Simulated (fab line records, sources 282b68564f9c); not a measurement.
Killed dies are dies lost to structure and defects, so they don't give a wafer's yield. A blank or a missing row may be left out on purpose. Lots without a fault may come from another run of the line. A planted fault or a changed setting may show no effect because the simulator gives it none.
A struck lot beside a sound one | flow rit_cmos | 13 steps out of a route of 202
Sound: wafers L506.2, L506.3, L506.5. Struck: wafers L514.2, L514.3, L514.5. The cause comes at the end.
At each step with rows: each side's tool, then ch and its chambers, then its first start. Under that, the readings that differ: sound wafers | struck wafers | difference of the means | sigmas: that difference in standard deviations of wafers without a fault.
alike: readings whose means differ by less than 2 such deviations, and words and numbers that are the same on both sides. not compared: withheld readings, readings that some wafer has no value for, bounds like >300 that may hide the same value, and numbers for which the record gives no deviation and whose values overlap.
The two part at a step that has a row with sigmas, a row that says differs or no value, or rows on one side only. Numbers that don't overlap but have no deviation are shown without sigmas and don't part them. A reading that every wafer of one side lacks parts them only if that side has two wafers or more.

first, 2 steps without rows for these wafers: RIT_ACTIVE_PEB_09; RIT_ACTIVE_DEVELOP_10 (develop time 50 s).
RIT_ACTIVE_CD_MEAS_11: target cd 1400 nm.
  sound on cd_sem-02, day 2 00:28; struck on cd_sem-01, day 3 16:41
  alike: cd_nm
then, 1 step without rows for these wafers: RIT_ACTIVE_HARDBAKE_12 (time 60 s).
RIT_ACTIVE_ETCH_13: etches Si3N4 in SF6, stops on SiO2, time 210 s, target depth 210 nm.
  sound on rie_diel-04 ch 1,2, day 2 00:43; struck on rie_diel-04 ch 1,2, day 3 16:56
  alike: SF6_flow_sccm, chamber_pressure_mTorr, drypump_motor_current_A, oes_product_au, throttle_valve_pct
  not compared: rf_hours_counter_h
RIT_ACTIVE_STRIP_14: strips in O2, time 180 s.
  sound on plasma_asher-01 ch 0,1, day 2 00:50; struck on plasma_asher-03 ch 0,1, day 3 17:04
  alike: chamber_pressure_mTorr, drypump_motor_current_A, o2_flow_sccm
  not compared: rf_hours_counter_h
RIT_ACTIVE_CD_MEAS_90: target cd 1400 nm.
  sound on cd_sem-02, day 2 01:02; struck on cd_sem-01, day 3 17:16
  alike: cd_nm
then, 4 steps without rows for these wafers: RIT_ACTIVE_CLEAN_15 (cleans in SC1, time 600 s); RIT_ACTIVE_CLEAN_16 (cleans in dHF, time 30 s); RIT_ACTIVE_CLEAN_17 (cleans in SC2, time 600 s); RIT_FOX1_OXIDATION_00 (target thk 350.7 nm, ox time 1130 s).
RIT_FOX1_THK_MEAS_01:
  sound on film_metro-03, day 2 02:51; struck on film_metro-03, day 3 19:03
  reading             | sound       | struck      | difference | sigmas
  FOX1_OXIDE_THK (nm) | 345 343 350 | 360 362 356 | +13        | +2
RIT_FOX1_WET_ETCH_02: etches SiO2 in BOE, target depth 350 nm, time 390 s.
  sound on wet_bench-01 ch 3, day 2 02:54; struck on wet_bench-01 ch 3, day 3 19:06
  no value came back on the struck wafers for bath_heat_duty_pct (%), run_length_s (s); on the sound wafers bath_heat_duty_pct (%) reads 1.5 1.8 2.2
  reading                                     | sound             | struck            | difference | sigmas
  model.SiO2_of_FOX1_OXIDATION_00.thk_nm (nm) | 0 0 0             | 359.8 361.9 356.2 | +359.3     |
  model.Si3N4_of_ACTIVE_CVD_03.thk_nm (nm)    | 137.1 137.5 138.3 | 142.6 143.9 143.2 | +5.6       |

WHERE THEY PART
First at RIT_FOX1_THK_MEAS_01; last, within this record, at RIT_FOX1_WET_ETCH_02.

WHY: what the simulator had put in
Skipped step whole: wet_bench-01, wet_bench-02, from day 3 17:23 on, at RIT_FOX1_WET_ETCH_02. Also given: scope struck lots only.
